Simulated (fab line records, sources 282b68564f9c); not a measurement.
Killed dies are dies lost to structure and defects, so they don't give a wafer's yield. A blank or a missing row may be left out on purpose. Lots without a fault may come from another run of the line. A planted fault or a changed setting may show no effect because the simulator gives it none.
fab line records | flow rit_cmos
record lots=5 wafers=15 last_day=7
route steps=202 shown SDANNEAL@156 PSD@157 NSD@158 PLDD@159 NLDD@160 SILICIDE@161 CONTACT@168 M1@184
lots that met no fault: from a run of the same line without faults
start_h: hours from the record's first day to the start of the lot's first wafer shown | wait_h: hours since the lot's step before | " the same as in the row above | L1.1+2: a row that stands for several wafers | - no value, or no start given | * or withheld: withheld | < > ~ a bound
route shown NAME@n: a module of which the file shows steps, and the number in the route of the first | usual: mean/standard deviation of fault-free wafers | same: alike in all rows | chamber/n: place in a boat | sites: the reading at each site | _std_site: their standard deviation | _edge_site: outer sites' mean less inner sites' | radius_mm: how far each site lies from the wafer's centre | mask NAME#n: copy n | behind: the tool/chamber that last shaped the wafer | hold: why the lot was held/for how many hours/how that ended | device: the transistor (n, p or np) that didn't switch | end of line: the same wafers' tests at the end of the route | a step without rows: its recipe alone | killed: dies lost to structure and defects at the first sort, not the wafer's yield | map: a wafer's dies, x killed, . not, _ none there
set.NAME: the setting as run; set.NAME@STEP: as run at that earlier step | model.NAME: the simulator's own value behind a step, which no gauge read
lots at some steps of the route; a table a step, a row a wafer
services: from which hour (start_h, from the record's first day; less than 0 if before it) a tool's chamber was out of use, for how many hours, and why
## steps
# step RIT_SDANNEAL_RTA_03
# recipe temp_c=1050 time_s=5 idle_temp_c=600 ramp_up_c_per_s=342 ramp_down_c_per_s=171 cool_to_c=600 ambient=N2
# usual wafer_temp_C_max=1053.5/1.1
# columns lot.wafer tool chamber start_h wait_h wafer_temp_C_max
L451.2 rtp_anneal-02 0 91.18 0.0 1052.4
L451.4 " 0 " " 1054.1
L451.6 " 0 " " 1052.7
L455.1 rtp_anneal-02 0 110.79 0.0 1054.4
L455.4 " 0 " " 1053.1
L455.6 " 0 " " 1053.6
L459.3 rtp_anneal-02 0 131.06 0.0 1054.7
L459.4 " 0 " " 1053.0
L459.6 " 0 " " 1052.2
L464.2 rtp_anneal-01 0 153.56 0.0 1052.0
L464.4 " 0 " " 1053.8
L464.5 " 0 " " 1053.6
L466.2 rtp_anneal-01 0 164.17 0.0 1056.0
L466.3 " 0 " " 1052.5
L466.4 " 0 " " 1053.4
# step RIT_SDANNEAL_RS_MEAS_04
# recipe thk_meas_gauge=four-point-probe
# usual PSD_RS=115.9/0.32
# columns lot.wafer tool chamber start_h wait_h PSD_RS[ohm/sq]
L451.2 film_metro-02 - 91.25 0.1 115.1
L451.4 " - " " 115.6
L451.6 " - " " 115.3
L455.1 film_metro-03 - 110.85 0.0 115.7
L455.4 " - " " 115.8
L455.6 " - " " 115.8
L459.3 film_metro-01 - 131.18 0.1 116.2
L459.4 " - " " 116.2
L459.6 " - " " 116.0
L464.2 film_metro-02 - 153.64 0.1 115.5
L464.4 " - " " 115.6
L464.5 " - " " 115.4
L466.2 film_metro-02 - 164.29 0.1 115.8
L466.3 " - " " 116.2
L466.4 " - " " 116.2
# step RIT_SDANNEAL_RS_MEAS_05
# recipe thk_meas_gauge=four-point-probe
# usual NSD_RS=84.56/0.23
# columns lot.wafer tool chamber start_h wait_h NSD_RS[ohm/sq]
L451.2 film_metro-02 - 91.37 0.1 84.84
L451.4 " - " " 84.82
L451.6 " - " " 84.60
L455.1 film_metro-03 - 110.97 0.1 84.42
L455.4 " - " " 84.69
L455.6 " - " " 84.67
L459.3 film_metro-01 - 131.30 0.1 84.56
L459.4 " - " " 84.72
L459.6 " - " " 84.84
L464.2 film_metro-02 - 153.76 0.1 84.57
L464.4 " - " " 84.73
L464.5 " - " " 84.50
L466.2 film_metro-02 - 164.41 0.1 84.52
L466.3 " - " " 84.24
L466.4 " - " " 84.67
# step RIT_SDANNEAL_RS_MEAS_06
# recipe thk_meas_gauge=four-point-probe
# usual PLDD_RS=178.6/0.43
# columns lot.wafer tool chamber start_h wait_h PLDD_RS[ohm/sq]
L451.2 film_metro-02 - 91.49 0.1 178.6
L451.4 " - " " 179.0
L451.6 " - " " 178.2
L455.1 film_metro-03 - 111.09 0.1 178.7
L455.4 " - " " 179.1
L455.6 " - " " 178.3
L459.3 film_metro-01 - 131.42 0.1 178.8
L459.4 " - " " 178.3
L459.6 " - " " 178.1
L464.2 film_metro-02 - 153.88 0.1 178.3
L464.4 " - " " 178.4
L464.5 " - " " 178.1
L466.2 film_metro-02 - 164.53 0.1 178.2
L466.3 " - " " 177.9
L466.4 " - " " 178.5
# step RIT_SDANNEAL_RS_MEAS_07
# recipe thk_meas_gauge=four-point-probe
# usual NLDD_RS=151.6/0.53
# columns lot.wafer tool chamber start_h wait_h NLDD_RS[ohm/sq]
L451.2 film_metro-02 - 91.61 0.1 151.9
L451.4 " - " " 151.5
L451.6 " - " " 151.4
L455.1 film_metro-03 - 111.21 0.1 152.1
L455.4 " - " " 152.4
L455.6 " - " " 152.6
L459.3 film_metro-01 - 131.54 0.1 152.5
L459.4 " - " " 152.4
L459.6 " - " " 152.7
L464.2 film_metro-02 - 154.00 0.1 151.6
L464.4 " - " " 151.5
L464.5 " - " " 151.3
L466.2 film_metro-02 - 164.65 0.1 151.4
L466.3 " - " " 151.6
L466.4 " - " " 151.2
# step RIT_SILICIDE_WET_ETCH_00
# recipe chemistry=BOE target=SiO2 target_depth_nm=14 time_s=15 dry=n2_spin dilution=10:1 temp_c=21.5
# step RIT_SILICIDE_SPUTTER_01
# recipe material=Ti target_thk_nm=30 power_w=350 chamber_pressure_pa=0.667 gas=Ar time_s=240 substrate_temp_c=25
# step RIT_SILICIDE_RS_MEAS_02
# recipe thk_meas_gauge=four-point-probe reads=Ti_of_SILICIDE_SPUTTER_01
# usual SILICIDE_TI_RS=47.9/0.79
# columns lot.wafer tool chamber start_h wait_h SILICIDE_TI_RS[ohm/sq]
L451.2 film_metro-04 - 91.89 0.1 47.2
L451.4 " - " " 47.9
L451.6 " - " " 47.6
L455.1 film_metro-01 - 111.50 0.1 47.2
L455.4 " - " " 48.3
L455.6 " - " " 47.1
L459.3 film_metro-04 - 131.82 0.1 46.8
L459.4 " - " " 48.8
L459.6 " - " " 47.3
L464.2 film_metro-02 - 154.29 0.1 47.3
L464.4 " - " " 47.3
L464.5 " - " " 47.3
L466.2 film_metro-01 - 164.93 0.1 47.8
L466.3 " - " " 47.6
L466.4 " - " " 48.1
# step RIT_SILICIDE_THK_MEAS_03
# recipe thk_meas_gauge=xrf reads=Ti_of_SILICIDE_SPUTTER_01
# usual SILICIDE_TI_THK=29.8/0.42
# columns lot.wafer tool chamber start_h wait_h SILICIDE_TI_THK[nm]
L451.2 film_metro-04 - 92.00 0.1 30.2
L451.4 " - " " 29.7
L451.6 " - " " 30.1
L455.1 film_metro-01 - 111.62 0.1 29.9
L455.4 " - " " 29.4
L455.6 " - " " 29.9
L459.3 film_metro-04 - 131.92 0.1 30.5
L459.4 " - " " 29.4
L459.6 " - " " 30.1
L464.2 film_metro-02 - 154.40 0.1 30.4
L464.4 " - " " 30.5
L464.5 " - " " 30.4
L466.2 film_metro-01 - 165.04 0.1 29.6
L466.3 " - " " 29.9
L466.4 " - " " 29.6
# step RIT_SILICIDE_RTA_04
# recipe temp_c=650 time_s=10 idle_temp_c=25 ramp_up_s=5 ramp_down_s=5 cool_to_c=25 ambient=N2
# usual wafer_temp_C_max=653.8/0.74
# columns lot.wafer tool chamber start_h wait_h wafer_temp_C_max
L451.2 rtp_anneal-01 0 92.06 0.1 653.5
L451.4 " 0 " " 654.1
L451.6 " 0 " " 653.1
L455.1 rtp_anneal-01 0 111.68 0.1 654.2
L455.4 " 0 " " 653.6
L455.6 " 0 " " 654.5
L459.3 rtp_anneal-01 0 131.99 0.1 654.3
L459.4 " 0 " " 654.3
L459.6 " 0 " " 655.1
L464.2 rtp_anneal-02 0 154.46 0.1 654.0
L464.4 " 0 " " 654.1
L464.5 " 0 " " 653.8
L466.2 rtp_anneal-02 0 165.10 0.1 654.0
L466.3 " 0 " " 653.4
L466.4 " 0 " " 652.7
# step RIT_SILICIDE_WET_ETCH_05
# recipe chemistry=SPM target=Ti temp_c=90 time_s=120 dry=n2_spin
# step RIT_SILICIDE_RTA_06
# recipe temp_c=750 time_s=10 idle_temp_c=25 ramp_up_s=5 ramp_down_s=10 cool_to_c=25 ambient=N2
# usual wafer_temp_C_max=754.4/0.87
# columns lot.wafer tool chamber start_h wait_h wafer_temp_C_max
L451.2 rtp_anneal-02 0 92.17 0.0 754.2
L451.4 " 0 " " 753.2
L451.6 " 0 " " 753.8
L455.1 rtp_anneal-02 0 111.79 0.0 753.2
L455.4 " 0 " " 754.9
L455.6 " 0 " " 754.0
L459.3 rtp_anneal-02 0 132.10 0.0 755.7
L459.4 " 0 " " 754.5
L459.6 " 0 " " 754.2
L464.2 rtp_anneal-01 0 154.57 0.0 755.7
L464.4 " 0 " " 754.5
L464.5 " 0 " " 753.8
L466.2 rtp_anneal-01 0 165.22 0.0 754.7
L466.3 " 0 " " 755.6
L466.4 " 0 " " 755.2
# step RIT_CONTACT_CVD_00
# recipe material=SiO2 target_thk_nm=400 precursor=TEOS temp_c=390 time_s=61 rf_w=400
# usual heater_power_w=330/54 rf_fwd_power_W=396.7/1.7
# columns lot.wafer tool chamber start_h wait_h heater_power_w rf_fwd_power_W model.SiO2_of_CONTACT_CVD_00.thk_nm
L451.2 pecvd-02 1 92.23 0.0 351 396.9 404.9
L451.4 " 2 " " 268 395.1 415.3
L451.6 " 0 " " 245 554.2 453.1
L455.1 pecvd-01 0 111.85 0.1 301 397.0 395.4
L455.4 " 2 " " 352 396.8 410
L455.6 " 1 " " 356 396.3 404.8
L459.3 pecvd-04 1 132.14 0.0 330 397.7 398.5
L459.4 " 1 " " 350 397.8 401.6
L459.6 " 0 " " 293 397.2 399.2
L464.2 pecvd-01 1 154.62 0.0 352 397.8 392.5
L464.4 " 0 " " 303 396.0 394.3
L464.5 " 1 " " 369 397.3 400.4
L466.2 pecvd-02 0 165.33 0.1 315 392.1 401.1
L466.3 " 1 " " 405 398.5 412.2
L466.4 " 0 " " 334 392.6 407.3
# step RIT_CONTACT_THK_MEAS_01
# recipe reads=SiO2_of_CONTACT_CVD_00
# usual CONTACT_TEOS_THK=402/6.6
# columns lot.wafer tool chamber start_h wait_h CONTACT_TEOS_THK[nm]
L451.2 film_metro-02 - 92.29 0.0 405
L451.4 " - " " 415
L451.6 " - " " 454
L455.1 film_metro-03 - 111.91 0.0 395
L455.4 " - " " 410
L455.6 " - " " 405
L459.3 film_metro-04 - 132.21 0.0 398
L459.4 " - " " 402
L459.6 " - " " 399
L464.2 film_metro-03 - 154.68 0.0 393
L464.4 " - " " 394
L464.5 " - " " 400
L466.2 film_metro-04 - 165.42 0.1 401
L466.3 " - " " 412
L466.4 " - " " 407
# step RIT_CONTACT_HMDS_02
# recipe prime_time_s=60 prime_temp_c=140
# step RIT_CONTACT_COAT_03
# recipe resist=NOVOLAK spin_rpm=3250 resist_thk_nm=1000
# step RIT_CONTACT_SOFTBAKE_04
# recipe resist=NOVOLAK temp_c=90 time_s=60
# step RIT_CONTACT_EXPOSE_05
# recipe mask_id=M11 na=0.6 source_shape=conventional sigma_outer=0.5 target_cd_nm=1000 dose_mj=250
# step RIT_CONTACT_PEB_06
# recipe resist=NOVOLAK temp_c=withheld time_s=withheld
# step RIT_CONTACT_DEVELOP_07
# recipe resist=NOVOLAK develop_time_s=120 dev_temp_c=23
# step RIT_CONTACT_CD_MEAS_08
# recipe target_cd_nm=1000
# usual cd_nm=1000.6/2.5
# columns lot.wafer tool chamber start_h wait_h cd_nm
L451.2 cd_sem-02 - 93.33 - 1003.2
L451.4 " - " " 1004.2
L451.6 " - " " 1006.9
L455.1 cd_sem-01 - 112.93 - 1003.1
L455.4 " - " " 1001.5
L455.6 " - " " 1002.6
L459.3 cd_sem-01 - 133.43 - 1001.3
L459.4 " - " " 1002.2
L459.6 " - " " 1003.6
L464.2 cd_sem-02 - 155.72 - 1002.2
L464.4 " - " " 1003.3
L464.5 " - " " 1002.8
L466.2 cd_sem-01 - 166.45 - 999.9
L466.3 " - " " 1001.2
L466.4 " - " " 1002.4
# step RIT_CONTACT_OVL_MEAS_09
# usual CONTACT_OVL=0.3/1.4
# columns lot.wafer tool chamber start_h wait_h CONTACT_OVL[nm]
L451.2 overlay-02 - 93.43 0.1 -0.7
L451.4 " - " " 0.2
L451.6 " - " " -0.2
L455.1 overlay-02 - 113.05 0.1 0.4
L455.4 " - " " 2.1
L455.6 " - " " 0.7
L459.3 overlay-01 - 133.52 0.1 3.0
L459.4 " - " " 1.5
L459.6 " - " " 1.3
L464.2 overlay-02 - 155.83 0.1 -0.1
L464.4 " - " " 1.2
L464.5 " - " " -0.6
L466.2 overlay-02 - 166.56 0.1 0.1
L466.3 " - " " -1.4
L466.4 " - " " -1.8
# step RIT_CONTACT_HARDBAKE_10
# recipe resist=NOVOLAK temp_c=140 time_s=60
# step RIT_CONTACT_ETCH_11
# recipe target_depth_a=4800 over_etch_frac=0.2 stop_on=TiSi2 chemistry=CHF3/CF4/Ar target=SiO2 CHF3_flow_sccm=50 cf4_flow_sccm=10 Ar_flow_sccm=100 O2_flow_sccm=5 pressure_mtorr=100 rf_w=200 time_s=320
# usual drypump_motor_current_A=5.70/0.21 oes_product_au=0.988/0.012 throttle_valve_pct=8.88/0.15
# columns lot.wafer tool chamber start_h wait_h drypump_motor_current_A oes_product_au rf_hours_counter_h throttle_valve_pct model.CONTACT.feature_depth_nm model.etch.depth_nm
L451.2 rie_diel-01 3 93.61 0.1 5.46 1.007 107 8.95 404.9 404.9
L451.4 " 2 " " 5.64 0.990 26 8.70 415.3 415.3
L451.6 " 0 " " 5.72 0.995 - 9.12 453.1 453.1
L455.1 rie_diel-02 1 113.24 0.1 5.31 0.988 118 9.11 395.4 395.4
L455.4 " 3 " " 6.01 0.974 - 8.62 410 410
L455.6 " 1 " " 5.32 0.981 - 9.10 404.8 404.8
L459.3 rie_diel-01 1 133.70 0.1 5.77 0.981 136 8.96 398.5 398.5
L459.4 " 3 " " 5.48 1.010 108 8.96 401.6 401.6
L459.6 " 3 " " 5.46 1.006 - 8.96 399.2 399.2
L464.2 rie_diel-04 3 156.01 0.1 5.37 0.986 37 8.80 392.5 392.5
L464.4 " 3 " " 5.36 0.984 - 8.81 394.3 394.3
L464.5 " 1 " " 5.87 0.980 - 8.93 400.4 400.4
L466.2 rie_diel-01 1 166.74 0.1 5.80 0.986 137 8.96 401.1 401.1
L466.3 " 0 " " 5.80 0.983 0 9.09 412.2 412.2
L466.4 " 1 " " 5.77 0.993 - 8.96 407.3 407.3
# step RIT_CONTACT_STRIP_12
# recipe chemistry=O2 time_s=180 resist=NOVOLAK platen_temp_c=withheld power_w=500 pressure_mtorr=4000 o2_flow_sccm=4000
# usual drypump_motor_current_A=6.1/0.56 rf_refl_power_W=7.3/0.69
# columns lot.wafer tool chamber start_h wait_h drypump_motor_current_A rf_hours_counter_h rf_refl_power_W
L451.2 plasma_asher-04 1 93.81 0.1 5.7 31 7.9
L451.4 " 1 " " 5.7 - 8.1
L451.6 " 1 " " 5.7 - 7.9
L455.1 plasma_asher-04 0 113.43 0.1 6.6 33 7.3
L455.4 " 1 " " 5.7 - 8.0
L455.6 " 0 " " 6.6 - 7.4
L459.3 plasma_asher-03 0 133.95 0.2 6.6 - 7.3
L459.4 " 1 " " 6.2 - 6.8
L459.6 " 0 " " 6.6 - 7.2
L464.2 plasma_asher-04 0 156.20 0.1 6.6 38 7.3
L464.4 " 0 " " 6.6 - 7.2
L464.5 " 1 " " 5.7 - 8.1
L466.2 plasma_asher-04 0 166.93 0.1 6.6 40 7.4
L466.3 " 1 " " 5.7 - 7.8
L466.4 " 0 " " 6.6 - 7.5
# step RIT_CONTACT_CD_MEAS_90
# recipe target_cd_nm=1000
# usual cd_nm=1000.8/2.4
# columns lot.wafer tool chamber start_h wait_h cd_nm
L451.2 cd_sem-01 - 94.00 0.1 1003.6
L451.4 " - " " 1004.7
L451.6 " - " " 1007.4
L455.1 cd_sem-01 - 113.61 0.1 1002.9
L455.4 " - " " 1000.9
L455.6 " - " " 1002.8
L459.3 cd_sem-02 - 134.11 0.1 1001.2
L459.4 " - " " 1002.5
L459.6 " - " " 1003.7
L464.2 cd_sem-02 - 156.40 0.1 1003.1
L464.4 " - " " 1004.2
L464.5 " - " " 1002.7
L466.2 cd_sem-02 - 167.13 0.1 1000.0
L466.3 " - " " 1001.6
L466.4 " - " " 1002.2
# step RIT_CONTACT_CLEAN_13
# recipe chemistry=SC1 mix=3:3:50 time_s=600 temp_c=75
# step RIT_CONTACT_CLEAN_14
# recipe chemistry=SC2 mix=3:3:50 time_s=600 temp_c=75 dry=n2_spin
# step RIT_M1_SPUTTER_00
# recipe material=Al target_thk_nm=400 power_w=2000 chamber_pressure_pa=0.4 gas=Ar time_s=500 substrate_temp_c=25
# usual cathode_dc_power_W=2000.0/0.33 throttle_valve_pct=30.1/1
# columns lot.wafer tool chamber start_h wait_h cathode_dc_power_W throttle_valve_pct
L451.2 pvd_sputter-04 - 94.45 0.0 2000.2 31.8
L451.4 " - " " 2000.1 28.8
L451.6 " - " " 1999.7 29.0
L455.1 pvd_sputter-04 - 114.09 0.0 1999.6 28.8
L455.4 " - " " 1999.8 31.6
L455.6 " - " " 1999.9 31.4
L459.3 pvd_sputter-04 - 134.54 0.0 2000.0 28.6
L459.4 " - " " 1999.7 31.2
L459.6 " - " " 2000.2 28.9
L464.2 pvd_sputter-03 - 156.85 0.0 2000.4 30.0
L464.4 " - " " 2000.0 30.0
L464.5 " - " " 1999.6 30.7
L466.2 pvd_sputter-03 - 167.58 0.0 1999.8 30.7
L466.3 " - " " 1999.9 30.1
L466.4 " - " " 2000.2 29.7
# step RIT_M1_RS_MEAS_01
# recipe thk_meas_gauge=four-point-probe reads=Al_of_M1_SPUTTER_00
# usual M1_AL_RS=0.0735/0.00083
# columns lot.wafer tool chamber start_h wait_h M1_AL_RS[ohm/sq]
L451.2 film_metro-02 - 94.77 0.2 0.0746
L451.4 " - " " 0.0734
L451.6 " - " " 0.0729
L455.1 film_metro-02 - 114.39 0.1 0.0737
L455.4 " - " " 0.0739
L455.6 " - " " 0.0731
L459.3 film_metro-02 - 134.87 0.2 0.0742
L459.4 " - " " 0.0738
L459.6 " - " " 0.0740
L464.2 film_metro-01 - 157.16 0.2 0.0732
L464.4 " - " " 0.0725
L464.5 " - " " 0.0728
L466.2 film_metro-01 - 167.89 0.2 0.0739
L466.3 " - " " 0.0741
L466.4 " - " " 0.0735
# step RIT_M1_THK_MEAS_02
# recipe thk_meas_gauge=xrf reads=Al_of_M1_SPUTTER_00
# usual M1_AL_THK=393/5.1
# columns lot.wafer tool chamber start_h wait_h M1_AL_THK[nm]
L451.2 film_metro-02 - 94.88 0.1 390
L451.4 " - " " 394
L451.6 " - " " 398
L455.1 film_metro-02 - 114.51 0.1 393
L455.4 " - " " 391
L455.6 " - " " 395
L459.3 film_metro-02 - 134.97 0.1 392
L459.4 " - " " 395
L459.6 " - " " 394
L464.2 film_metro-01 - 157.27 0.1 390
L464.4 " - " " 397
L464.5 " - " " 394
L466.2 film_metro-01 - 168.00 0.1 387
L466.3 " - " " 386
L466.4 " - " " 390
# step RIT_M1_HMDS_03
# recipe prime_time_s=60 prime_temp_c=140
# step RIT_M1_COAT_04
# recipe resist=NOVOLAK spin_rpm=2000 resist_thk_nm=1300
# step RIT_M1_SOFTBAKE_05
# recipe resist=NOVOLAK temp_c=90 time_s=60
# step RIT_M1_EXPOSE_06
# recipe mask_id=M12 na=0.6 source_shape=conventional sigma_outer=0.5 target_cd_nm=2600 dose_mj=250
# step RIT_M1_PEB_07
# recipe resist=NOVOLAK temp_c=withheld time_s=withheld
# step RIT_M1_DEVELOP_08
# recipe resist=NOVOLAK develop_time_s=68 dev_temp_c=23
# step RIT_M1_CD_MEAS_09
# recipe target_cd_nm=2600
# usual cd_nm=2599.7/2.2
# columns lot.wafer tool chamber start_h wait_h cd_nm
L451.2 cd_sem-02 - 95.83 - 2603.1
L451.4 " - " " 2602.5
L451.6 " - " " 2601.9
L455.1 cd_sem-01 - 115.57 - 2599.1
L455.4 " - " " 2600.6
L455.6 " - " " 2597.6
L459.3 cd_sem-01 - 135.93 - 2598.9
L459.4 " - " " 2598.0
L459.6 " - " " 2599.0
L464.2 cd_sem-01 - 158.35 - 2599.0
L464.4 " - " " 2599.4
L464.5 " - " " 2597.8
L466.2 cd_sem-01 - 169.08 - 2600.3
L466.3 " - " " 2600.7
L466.4 " - " " 2598.5
# step RIT_M1_OVL_MEAS_10
# usual M1_OVL=-0.4/1.2
# columns lot.wafer tool chamber start_h wait_h M1_OVL[nm]
L451.2 overlay-01 - 95.93 0.1 -0.8
L451.4 " - " " -0.8
L451.6 " - " " -0.1
L455.1 overlay-02 - 115.69 0.1 3.3
L455.4 " - " " -1.6
L455.6 " - " " 1.0
L459.3 overlay-02 - 136.02 0.1 -1.3
L459.4 " - " " -0.2
L459.6 " - " " 0.1
L464.2 overlay-02 - 158.45 0.1 0.8
L464.4 " - " " 0.7
L464.5 " - " " 0.9
L466.2 overlay-01 - 169.18 0.1 -1.3
L466.3 " - " " -0.6
L466.4 " - " " -0.8
# step RIT_M1_HARDBAKE_11
# recipe resist=NOVOLAK temp_c=140 time_s=120
# step RIT_M1_METAL_ETCH_12
# recipe stop_on=SiO2 chemistry=Cl2/BCl3 target=Al time_s=165 over_etch_frac=0.5 pressure_mtorr=100 target_depth_a=6000 rf_w=250 Cl2_flow_sccm=60 bcl3_flow_sccm=50
# usual drypump_motor_current_A=5.7/0.33 oes_product_au=0.772/0.015 throttle_valve_pct=8.23/0.1
# columns lot.wafer tool chamber start_h wait_h drypump_motor_current_A oes_product_au rf_hours_counter_h throttle_valve_pct model.SiO2_of_CONTACT_CVD_00.thk_nm
L451.2 rie_metal-01 0 96.21 0.2 5.8 0.758 3 8.37 367.5
L451.4 " 0 " " 5.8 0.768 - 8.37 378
L451.6 " 0 " " 5.9 0.764 - 8.37 415.7
L455.1 rie_metal-04 0 115.98 0.2 5.6 0.758 1 8.20 357.7
L455.4 " 1 " " 5.9 0.788 - 8.30 371.1
L455.6 " 1 " " 5.9 0.798 - 8.31 365.9
L459.3 rie_metal-04 0 136.35 0.2 5.7 0.759 - 8.20 360.8
L459.4 " 1 " " 5.9 0.796 - 8.30 362.7
L459.6 " 1 " " 5.9 0.785 - 8.31 360.3
L464.2 rie_metal-03 0 158.73 0.2 5.0 0.787 0 8.22 355.2
L464.4 " 0 " " 5.0 0.792 - 8.20 356.9
L464.5 " 0 " " 5.0 0.794 - 8.21 363
L466.2 rie_metal-04 0 169.46 0.2 5.7 0.757 2 8.19 363.2
L466.3 " 0 " " 5.6 0.763 - 8.18 374.4
L466.4 " 1 " " 5.9 0.802 - 8.32 368.5
# step RIT_M1_STRIP_13
# recipe chemistry=nmp resist=NOVOLAK temp_c=80 time_s=600 dry=n2_spin
# step RIT_M1_PROBE_99
# usual killed_at_front_end=7/3 killed_dies=8/3 killed_open=3.7/2 killed_short=3.8/2.1
# same gross_dies=264 killed_at_M0_to_M3=0 killed_at_M4_up=0 killed_at_back_side=0 killed_at_contacts=0 killed_at_other=0
# columns lot.wafer tool chamber start_h wait_h killed_at_front_end killed_dies killed_open killed_short model.etest.field_p_metal.vt_v model.etest.antenna_contact.vt_shift_v
L451.2 prober-01 - 98.55 0.1 7 7 3 4 -29.58 -0.01294
L451.4 prober-01 - 98.65 0.2 9 9 5 4 -30.41 -0.004603
L451.6 prober-01 - 98.75 0.2 8 8 3 5 -32.97 -0.007021
L455.1 prober-01 - 118.25 0.1 8 8 4 4 -29.88 -0.01107
L455.4 prober-01 - 118.40 0.2 11 11 6 5 -30.09 -0.009789
L455.6 prober-01 - 118.50 0.2 17 17 7 10 -30 -0.008981
L459.3 prober-01 - 138.77 0.2 9 9 5 4 -30.23 -0.009966
L459.4 prober-01 - 138.82 0.2 11 11 4 7 -29.59 -0.01019
L459.6 prober-01 - 138.92 0.2 5 5 2 3 -29.88 -0.01038
L464.2 prober-02 - 161.03 0.1 4 4 2 2 -27.89 -0.009069
L464.4 prober-02 - 161.13 0.2 3 3 1 2 -28.29 -0.01504
L464.5 prober-02 - 161.18 0.2 3 3 1 2 -28.13 -0.0177
L466.2 prober-02 - 171.77 0.1 7 7 1 5 -30.54 -0.01381
L466.3 prober-02 - 171.82 0.2 7 7 2 4 -31.44 -0.006327
L466.4 prober-02 - 171.87 0.2 10 10 4 5 -30.14 -0.01207
# killed by level:class
L451.2 SPACER:geometric_particle:short=2 FOX1:geometric_particle:open=1 GATE:geometric_particle:short=1 GATE:geometric_particle:open=1 REOX:geometric_particle:short=1 SPACER:geometric_particle:open=1
L451.4 GATE:geometric_particle:open=3 REOX:geometric_particle:short=2 FOX1:geometric_particle:short=1 FOX1:geometric_particle:open=1 GATE:geometric_particle:short=1 REOX:geometric_particle:open=1
L451.6 GATE:geometric_particle:short=4 FOX1:geometric_particle:open=2 SILICIDE:geometric_particle:open=1 SILICIDE:geometric_particle:short=1
L455.1 GATE:geometric_particle:short=2 REOX:geometric_particle:open=2 FOX2:geometric_particle:short=1 GATE:geometric_particle:open=1 SPACER:geometric_particle:short=1 SPACER:geometric_particle:open=1
L455.4 GATE:geometric_particle:short=3 REOX:geometric_particle:open=3 GATE:geometric_particle:open=2 REOX:geometric_particle:short=2 FOX2:geometric_particle:open=1
L455.6 GATE:geometric_particle:open=3 REOX:geometric_particle:open=3 REOX:geometric_particle:short=3 FOX2:geometric_particle:short=2 GATE:geometric_particle:short=2 SPACER:geometric_particle:short=2 FOX1:geometric_particle:short=1 FOX2:geometric_particle:open=1
L459.3 GATE:geometric_particle:short=2 SPACER:geometric_particle:open=2 SILICIDE:geometric_particle:open=2 FOX1:geometric_particle:short=1 GATE:geometric_particle:open=1 SILICIDE:geometric_particle:short=1
L459.4 GATE:geometric_particle:short=4 GATE:geometric_particle:open=2 REOX:geometric_particle:short=2 FOX2:geometric_particle:open=1 SILICIDE:geometric_particle:open=1 SILICIDE:geometric_particle:short=1
L459.6 FOX2:geometric_particle:short=1 FOX2:geometric_particle:open=1 GATE:geometric_particle:short=1 GATE:geometric_particle:open=1 SILICIDE:geometric_particle:short=1
L464.2 FOX1:geometric_particle:short=1 GATE:geometric_particle:short=1 GATE:geometric_particle:open=1 SPACER:geometric_particle:open=1
L464.4 FOX1:geometric_particle:short=1 REOX:geometric_particle:open=1 SILICIDE:geometric_particle:short=1
L464.5 FOX1:geometric_particle:short=1 GATE:geometric_particle:open=1 GATE:geometric_particle:short=1
L466.2 GATE:geometric_particle:short=2 SILICIDE:geometric_particle:short=2 FOX1:geometric_particle:short=1 GATE:geometric_particle:open=1 PRETRO:coat_microbubble_printed=1
L466.3 GATE:geometric_particle:open=2 SPACER:geometric_particle:short=2 GATE:geometric_particle:short=1 SILICIDE:geometric_particle:short=1 PRETRO:coat_microbubble_printed=1
L466.4 SILICIDE:geometric_particle:short=2 FOX2:geometric_particle:short=1 GATE:geometric_particle:short=1 GATE:geometric_particle:open=1 REOX:geometric_particle:open=1 SPACER:geometric_particle:short=1 SPACER:geometric_particle:open=1 SILICIDE:geometric_particle:open=1
## services
# columns tool chamber start_h hours kind
rie_metal-03 1 69.28 7.1 repair
rie_diel-02 - 69.61 0.8 repair
rie_diel-01 2 71.12 4.4 repair
rie_diel-01 0 74.13 4.8 repair
pvd_sputter-04 - 74.58 2.1 repair
rie_diel-04 - 75.58 2.8 pm
rie_diel-04 - 87.53 0.4 repair
pecvd-04 - 98.63 2.8 pm
rie_diel-04 2 109.46 16.7 repair
rie_diel-02 2 111.94 8.3 repair
plasma_asher-03 - 116.76 2.8 pm
rie_diel-02 2 129.24 - clean
rie_diel-02 2 129.24 20.4 scheduled_down
rie_diel-02 2 129.24 20.4 vent_cycle
rie_metal-04 - 130.36 2.8 pm
rie_diel-01 0 133.89 - clean
rie_diel-01 0 133.89 17.2 scheduled_down
rie_diel-01 0 133.89 17.2 vent_cycle
rie_metal-03 - 136.12 20.0 pm
rie_metal-03 0 136.12 20.0 vent_cycle
rie_metal-03 1 136.12 20.0 vent_cycle
pecvd-01 1 137.14 10.7 repair
pecvd-02 0 139.51 4.0 repair
pecvd-02 2 155.84 14.3 repair
## key
first_sign step=RIT_CONTACT_CVD_00 reading=rf_fwd_power_W direction=up sigmas=95 usual=396.7 struck=554.2
effect step=RIT_CONTACT_THK_MEAS_01 reading=CONTACT_TEOS_THK direction=up sigmas=7.9 usual=402 struck=454
model_effect step=RIT_CONTACT_CVD_00 value=SiO2_of_CONTACT_CVD_00.thk_nm without=410.3 struck=453.1
model_effect step=RIT_CONTACT_ETCH_11 value=CONTACT.feature_depth_nm without=410.3 struck=453.1
model_effect step=RIT_M1_METAL_ETCH_12 value=SiO2_of_CONTACT_CVD_00.thk_nm without=372.9 struck=415.7
model_effect step=RIT_M1_PROBE_99 value=etest.field_p_metal.vt_v without=-30.77 struck=-32.97
met_at RIT_CONTACT_CVD_00
struck_wafers L451.6
tester_left_out L451
fault kind=process_parameter_drift tool=pecvd-02 chamber=0 onset_h=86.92 steps=RIT_CONTACT_CVD_00 channel=rf_w offset=160 shape=step end_h=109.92 stated=400
# tester_left_out: of these lots the tester's yield and bins aren't shown, on N5 and GAA mostly nor the transistor test; their killed dies are dies lost to structure and defects alone, not to doping, threshold or leakage, so they don't give the yield
